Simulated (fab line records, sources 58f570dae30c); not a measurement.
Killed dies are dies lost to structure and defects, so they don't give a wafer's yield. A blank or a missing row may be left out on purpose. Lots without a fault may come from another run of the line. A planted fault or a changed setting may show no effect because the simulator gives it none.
fab line records | flow berkeley_cmos170
record lots=15 wafers=45 last_day=12
route steps=331 shown M1@244
lots that met no fault: from a run of the same line without faults
start_h: hours from the record's first day to the start of the lot's first wafer shown | wait_h: hours since the lot's step before | " the same as in the row above | L1.1+2: a row that stands for several wafers | - no value, or no start given | * or withheld: withheld | < > ~ a bound
route shown NAME@n: a module of which the file shows steps, and the number in the route of the first | usual: mean/standard deviation of fault-free wafers | same: alike in all rows | chamber/n: place in a boat | sites: the reading at each site | _std_site: their standard deviation | _edge_site: outer sites' mean less inner sites' | radius_mm: how far each site lies from the wafer's centre | mask NAME#n: copy n | behind: the tool/chamber that last shaped the wafer | hold: why the lot was held/for how many hours/how that ended | device: the transistor (n, p or np) that didn't switch | end of line: the same wafers' tests at the end of the route | a step without rows: its recipe alone | killed: dies lost to structure and defects at the first sort, not the wafer's yield | map: a wafer's dies, x killed, . not, _ none there
set.NAME: the setting as run; set.NAME@STEP: as run at that earlier step | model.NAME: the simulator's own value behind a step, which no gauge read
steps of the route over a sample of lots; a table a step, a row a wafer
services: from which hour (start_h, from the record's first day; less than 0 if before it) a tool's chamber was out of use, for how many hours, and why
## steps
# step UCB170_M1_EXPOSE_06
# recipe mask_id=METAL1 target_cd_nm=700 na=0.5 sigma_outer=0.6 source_shape=conventional dose_mj=21
# usual exposure_dose_mJ_cm2=21.001/0.02 reticle_temp_C=22.99/0.11
# columns lot.wafer tool chamber start_h wait_h mask exposure_dose_mJ_cm2 reticle_temp_C
L720.2 krf_scanner-01 0 163.35 - METAL1#0 21.014 22.99
L720.5 " 0 " " METAL1#0 21.023 23.04
L720.6 " 0 " " METAL1#0 21.007 22.99
L718.1 krf_scanner-01 0 163.55 - METAL1#0 20.994 22.81
L718.4 " 0 " " METAL1#0 20.984 22.90
L718.5 " 0 " " METAL1#0 20.999 23.00
L721.1 krf_scanner-01 0 174.73 - METAL1#0 20.979 23.08
L721.3 " 0 " " METAL1#0 20.992 23.15
L721.5 " 0 " " METAL1#0 20.974 23.03
L722.3 krf_scanner-01 0 189.48 - METAL1#0 20.999 22.91
L722.4 " 0 " " METAL1#0 21.034 23.00
L722.6 " 0 " " METAL1#0 21.002 22.97
L727.2 krf_scanner-02 0 204.83 - METAL1#0 20.423 22.92
L727.3 " 0 " " METAL1#0 20.450 22.83
L727.5 " 0 " " METAL1#0 20.420 23.02
L725.1 krf_scanner-01 0 205.31 - METAL1#0 20.992 22.86
L725.2 " 0 " " METAL1#0 20.988 22.70
L725.3 " 0 " " METAL1#0 21.006 22.98
L728.3 krf_scanner-01 0 235.97 - METAL1#0 20.997 22.85
L728.4 " 0 " " METAL1#0 21.001 22.88
L728.5 " 0 " " METAL1#0 21.005 22.87
L731.3 krf_scanner-01 0 236.37 - METAL1#0 21.032 23.01
L731.4 " 0 " " METAL1#0 21.012 22.87
L731.5 " 0 " " METAL1#0 20.984 23.01
L729.4 krf_scanner-02 0 237.04 - METAL1#0 20.556 23.01
L729.5 " 0 " " METAL1#0 20.524 23.00
L729.6 " 0 " " METAL1#0 20.551 22.81
L730.1 krf_scanner-02 0 237.44 - METAL1#0 20.549 23.14
L730.2 " 0 " " METAL1#0 20.570 23.13
L730.4 " 0 " " METAL1#0 20.557 23.20
L732.2 krf_scanner-01 0 253.75 - METAL1#0 20.985 22.89
L732.3 " 0 " " METAL1#0 21.026 22.99
L732.6 " 0 " " METAL1#0 20.968 22.98
L734.1 krf_scanner-01 0 263.31 - METAL1#0 21.022 23.06
L734.5 " 0 " " METAL1#0 21.002 23.02
L734.6 " 0 " " METAL1#0 21.033 23.09
L735.1 krf_scanner-01 0 263.96 - METAL1#0 21.005 22.91
L735.5 " 0 " " METAL1#0 20.981 22.95
L735.6 " 0 " " METAL1#0 20.991 23.03
L737.1 krf_scanner-01 0 273.11 - METAL1#0 20.968 22.94
L737.2 " 0 " " METAL1#0 21.019 22.97
L737.4 " 0 " " METAL1#0 21.019 23.11
L738.1 krf_scanner-01 0 274.17 - METAL1#0 21.035 22.93
L738.2 " 0 " " METAL1#0 20.989 22.98
L738.3 " 0 " " METAL1#0 20.998 23.03
# step UCB170_M1_CD_MEAS_09
# recipe target_cd_nm=700
# usual cd_nm=699.8/1.4
# columns lot.wafer tool chamber start_h wait_h cd_nm
L720.2 cd_sem-02 - 164.39 - 698.6
L720.5 " - " " 696.9
L720.6 " - " " 698.1
L718.1 cd_sem-02 - 164.92 - 697.5
L718.4 " - " " 698.7
L718.5 " - " " 699.4
L721.1 cd_sem-02 - 175.49 - 701.8
L721.3 " - " " 701.2
L721.5 " - " " 700.1
L722.3 cd_sem-02 - 189.87 - 700.5
L722.4 " - " " 700.8
L722.6 " - " " 701.4
L727.2 cd_sem-01 - 205.22 - 704.2
L727.3 " - " " 704.4
L727.5 " - " " 705.2
L725.1 cd_sem-01 - 205.70 - 699.5
L725.2 " - " " 698.5
L725.3 " - " " 698.5
L728.3 cd_sem-01 - 236.39 - 698.9
L728.4 " - " " 698.2
L728.5 " - " " 699.1
L731.3 cd_sem-02 - 237.18 - 699.7
L731.4 " - " " 699.2
L731.5 " - " " 699.8
L729.4 cd_sem-02 - 237.75 - 702.6
L729.5 " - " " 701.4
L729.6 " - " " 702.0
L730.1 cd_sem-02 - 238.24 - 705.1
L730.2 " - " " 704.8
L730.4 " - " " 705.8
L732.2 cd_sem-02 - 254.47 - 701.1
L732.3 " - " " 701.9
L732.6 " - " " 701.4
L734.1 cd_sem-01 - 264.13 - 699.8
L734.5 " - " " 699.7
L734.6 " - " " 698.1
L735.1 cd_sem-02 - 264.60 - 701.1
L735.5 " - " " 699.3
L735.6 " - " " 700.8
L737.1 cd_sem-02 - 273.50 - 698.9
L737.2 " - " " 698.2
L737.4 " - " " 698.4
L738.1 cd_sem-02 - 274.72 - 701.4
L738.2 " - " " 703.4
L738.3 " - " " 703.2
## services
# columns tool chamber start_h hours kind
krf_scanner-02 - 163.68 1.3 pm
krf_scanner-02 - 192.50 4.0 pm
krf_scanner-02 - 207.80 0.8 pm
krf_scanner-01 - 210.83 1.3 pm
krf_scanner-02 - 212.14 0.7 repair
krf_scanner-01 - 230.30 0.8 pm
krf_scanner-02 - 231.18 0.2 repair
krf_scanner-01 - 231.87 0.5 repair
krf_scanner-01 - 236.48 4.0 pm
krf_scanner-01 - 242.42 3.6 pm
krf_scanner-02 - 250.34 1.0 pm
## key
first_sign step=UCB170_M1_EXPOSE_06 reading=exposure_dose_mJ_cm2 direction=down sigmas=25 usual=21.001 struck=20.511
effect step=UCB170_M1_CD_MEAS_09 reading=cd_nm direction=up sigmas=3 usual=699.8 struck=703.9 through=control_loop
met_at UCB170_M1_EXPOSE_06
struck_lots L727,L729,L730
loop_trim step=UCB170_M1_EXPOSE_06 setting=dose lots=L729,L730
fault kind=process_parameter_drift tool=krf_scanner-02 chamber=- onset_h=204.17 steps=UCB170_M1_EXPOSE_06 channel=dose_mj offset=-0.57078 shape=step acts_in=these_recipes_only stated=21
# loop_trim: a control loop set the setting to another value than it would have without faults
